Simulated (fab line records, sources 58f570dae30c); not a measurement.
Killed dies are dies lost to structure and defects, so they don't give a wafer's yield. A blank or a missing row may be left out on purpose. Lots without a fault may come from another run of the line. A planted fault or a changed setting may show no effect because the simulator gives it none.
Split-lot experiment | flow berkeley_cmos170 | 5 lots, 27 wafers read, on a route of 331 steps

THE SPLIT
At UCB170_NWELL_ETCH_13 (etches Si3N4 in CH3F/Ar/O2, stops on SiO2, target depth 246.4 nm, time 154 s), the setting time_s was moved away from the recipe's 154 s on 12 of the 27 wafers read, by -43.5% to +24.8%. The other wafers ran this setting at the recipe's value.

The reading is taken at the split's own step.

THE READING
KrF_of_NWELL_COAT_07.thk_nm (the simulator's own value, which no gauge read), in nm, at UCB170_NWELL_ETCH_13 (etches Si3N4 in CH3F/Ar/O2, stops on SiO2, target depth 246.4 nm, time 154 s). The file gives no usual value for it. The 15 wafers here that ran the recipe average 721.2 nm, standard deviation 3.1 nm.

wafer  | tool, chamber at the split | time_s as run, s | against the recipe | KrF_of_NWELL_COAT_07.thk_nm, nm | against lot-mates on the recipe
L074.1 | rie_diel-02, 0             | 154              | recipe             | 718                             | -
L074.2 | rie_diel-02, 1             | 154              | recipe             | 725.2                           | -
L074.3 | rie_diel-02, 3             | 124.2            | -19.4%             | 756                             | +34.6
L074.4 | rie_diel-02, 2             | 154              | recipe             | 721                             | -
L074.5 | rie_diel-02, 2             | 124.2            | -19.4%             | 750.7                           | +29.3
L074.6 | rie_diel-02, 3             | 124.2            | -19.4%             | 756.3                           | +34.9
L076.1 | rie_diel-04, 2             | 191.7            | +24.5%             | 678.8                           | -43.9
L076.2 | rie_diel-04, 3             | 154              | recipe             | 719.9                           | -
L076.3 | rie_diel-04, 1             | 154              | recipe             | 723.7                           | -
L076.4 | rie_diel-04, 0             | 191.7            | +24.5%             | 684.7                           | -38.0
L076.5 | rie_diel-04, 0             | 191.7            | +24.5%             | 684.2                           | -38.5
L076.6 | rie_diel-04, 1             | 154              | recipe             | 724.6                           | -
L077.1 | rie_diel-01, 3             | 154              | recipe             | 726.5                           | -
L077.2 | rie_diel-01, 2             | 86.96            | -43.5%             | 794.5                           | +70.6
L077.3 | rie_diel-01, 0             | 154              | recipe             | 722.8                           | -
L077.4 | rie_diel-01, 1             | 86.96            | -43.5%             | 795                             | +71.1
L077.5 | rie_diel-01, 3             | 86.96            | -43.5%             | 797                             | +73.1
L077.6 | rie_diel-01, 0             | 154              | recipe             | 722.3                           | -
L078.2 | rie_diel-01, 3,1           | 154              | recipe             | 720.6                           | -
L078.5 | rie_diel-01, 3,1           | 154              | recipe             | 720.6                           | -
L078.3 | rie_diel-01, 0             | 154              | recipe             | 722.7                           | -
L080.1 | rie_diel-01, 0             | 192.2            | +24.8%             | 672.7                           | -44.0
L080.2 | rie_diel-01, 2             | 154              | recipe             | 717.8                           | -
L080.3 | rie_diel-01, 1             | 192.2            | +24.8%             | 678.8                           | -37.9
L080.4 | rie_diel-01, 3             | 154              | recipe             | 715.2                           | -
L080.5 | rie_diel-01, 1             | 192.2            | +24.8%             | 673.3                           | -43.4
L080.6 | rie_diel-01, 0             | 154              | recipe             | 717                             | -
Where a row lists several chambers, the file gives one row for several wafers and doesn't say which wafer went through which chamber.

THE FIT
A straight line over all 27 wafers: KrF_of_NWELL_COAT_07.thk_nm changes by -1.71 nm for each +1% of time_s; r = -1.00; the points scatter about the line by 3.4 nm.
The same after taking each lot's own level away (the mean of its wafers on the recipe; 27 wafers): -1.66 nm for each +1%; r = -1.00; scatter 2.3 nm.
On that fit, the largest move of time_s shifts the reading by 72 nm.
The lots' own levels span 716.67 to 723.87 nm, that is 2.3 times the standard deviation above.
So the lot-to-lot level changes the slope little: the two slopes agree.
Check: with one of the wafers moved furthest among these (-43.5%) left out of the fit, the line predicts +72.6 nm for it against its lot-mates. It came out at +70.6 nm against them.

THE WHOLE CHAIN: every reading that the file lists as answering this split, in the file's order
step                  | what it does                                                                 | reading                                                                      | change (the file's fit)              | r (the file's)
UCB170_NWELL_ETCH_13  | etches Si3N4 in CH3F/Ar/O2, stops on SiO2, target depth 246.4 nm, time 154 s | KrF_of_NWELL_COAT_07.thk_nm (the simulator's own value, which no gauge read) | -1.66 nm for each +1% of the setting | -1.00
UCB170_NWELL_STRIP_15 | strips in O2                                                                 | strip_time_to_endpoint_s                                                     | withheld for each +1% of the setting | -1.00

THE FILE'S OWN FIT
KrF_of_NWELL_COAT_07.thk_nm changes by -1.66 nm for each +1% of time_s, r = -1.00.
